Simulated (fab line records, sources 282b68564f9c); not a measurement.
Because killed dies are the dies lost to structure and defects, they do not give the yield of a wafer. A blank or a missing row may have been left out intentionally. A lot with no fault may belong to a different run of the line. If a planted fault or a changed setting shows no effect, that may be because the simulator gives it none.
Comparing a struck lot with a sound one + flow rit-cmos + 18 steps out of a route of 202
Sound: the wafers L389.1, L389.2, L389.5. The struck wafers were L402.1, L402.4, L402.5. The cause comes at the end.
Each step with rows lists, per side, the tool, then ch with its chambers, then its first start. Under that, the readings that differ: sound wafers + struck wafers + difference of the means + sigmas: that difference in standard deviations of wafers without a fault.
alike: readings with means less than 2 such deviations apart, plus words and numbers identical on both sides. not compared: withheld readings, readings lacking a value on some wafer, bounds such as >300 that could conceal the same value, and numbers that have no deviation in the record and whose values overlap.
The two part at a step that has a row with sigmas, a row that says differs or no value, or rows on one side only. When numbers do not overlap yet have no deviation, they are printed without sigmas and do not part them. A reading that every wafer of one side lacks parts them only if that side has two wafers or more.

first, 4 steps without rows for these wafers: RIT_NSD_SOFTBAKE_02 (time 60 s); RIT_NSD_EXPOSE_03 (exposes mask M9, target cd 40700 nm); RIT_NSD_PEB_04; RIT_NSD_DEVELOP_05 (develop time 50 s).
RIT_NSD_OVL_MEAS_06:
  struck on overlay-02, day 7 00:31; sound on overlay-02, day 4 18:12
  alike: NSD_OVL
then, 2 steps without rows for these wafers: RIT_NSD_HARDBAKE_07 (time 60 s); RIT_NSD_IMPLANT_08.
RIT_NSD_STRIP_09: strips in O2, time 180 s.
  sound on plasma-asher-03 ch 0,1, day 4 18:32; struck on plasma-asher-03 ch 0, day 7 00:58
  alike: chamber-pressure-mTorr, drypump-motor-current-A
  not compared: rf-hours-counter-h
RIT_NSD_TW_MEAS_10:
  struck on film-metro-01, day 7 01:09; sound on film-metro-03, day 4 18:43
  alike: NSD_TW
then, 3 steps without rows for these wafers: RIT_PSD_HMDS_00 (prime time 60 s); RIT_PSD_COAT_01 (resist thk 1000 nm); RIT_PSD_SOFTBAKE_02 (time 60 s).
RIT_PSD_EXPOSE_03: exposes mask M10, target cd 40900 nm.
  sound on iline-stepper-02 ch 0, day 4 19:25; struck on iline-stepper-02 ch 0, day 7 01:40
| reading                     | sound                | struck         | difference | sigmas |
|-----------------------------|----------------------|----------------|------------|--------|
| model.PSD.overlay-x-nm (nm) | -0.874 -0.874 -0.874 | 3108 3108 3108 | +3109      |        |
  alike: mask
then, 2 steps without rows for these wafers: RIT_PSD_PEB_04; RIT_PSD_DEVELOP_05 (develop time 50 s).
RIT_PSD_OVL_MEAS_06:
  struck on overlay-01, day 7 02:05; sound on overlay-02, day 4 19:49
| reading      | sound          | struck               | difference | sigmas      |
|--------------|----------------|----------------------|------------|-------------|
| PSD_OVL (nm) | -0.4 -1.2 -0.7 | 3106.9 3108.3 3107.1 | +3108.2    | +99 or more |
then, 1 step without rows for these wafers: RIT_PSD_HARDBAKE_07 (time 60 s).
RIT_M1_PROBE_99:
  struck on prober-01, day 7 10:44; sound on prober-01, day 5 04:19
| reading                                | sound  | struck      | difference | sigmas |
|----------------------------------------|--------|-------------|------------|--------|
| killed-at-front-end                    | 11 8 4 | 220 211 224 | +211       | +68    |
| killed-dies                            | 11 8 4 | 220 211 224 | +211       | +66    |
| killed-on-rim                          | 1 1 2  | 61 58 58    | +58        | +38    |
| model.etest.pmos_0p15.short            | 0 0 0  | 1 1 1       | +1         |        |
| model.etest.retro-edge-pmos.over-limit | 0 0 0  | 1 1 1       | +1         |        |
| model.etest.ring.no-ring               | 0 0 0  | 1 1 1       | +1         |        |
| model.etest.ring.over-limit            | 0 0 0  | 1 1 1       | +1         |        |
| model.etest.retro-edge-nmos.over-limit | 0 0 0  | 1 1 1       | +1         |        |
| model.etest.gate-end-array.over-limit  | 0 0 0  | 1 1 1       | +1         |        |
| model.etest.nmos-narrow.short          | 0 0 0  | 1 1 1       | +1         |        |
| model.etest.nmos-turned.short          | 0 0 0  | 1 1 1       | +1         |        |
  alike: killed-at-contacts, killed-open, killed-short

## WHERE THEY PART
At RIT_PSD_OVL_MEAS_06 first; at RIT_M1_PROBE_99 last (within this record only).

WHY: what had been put in by the simulator
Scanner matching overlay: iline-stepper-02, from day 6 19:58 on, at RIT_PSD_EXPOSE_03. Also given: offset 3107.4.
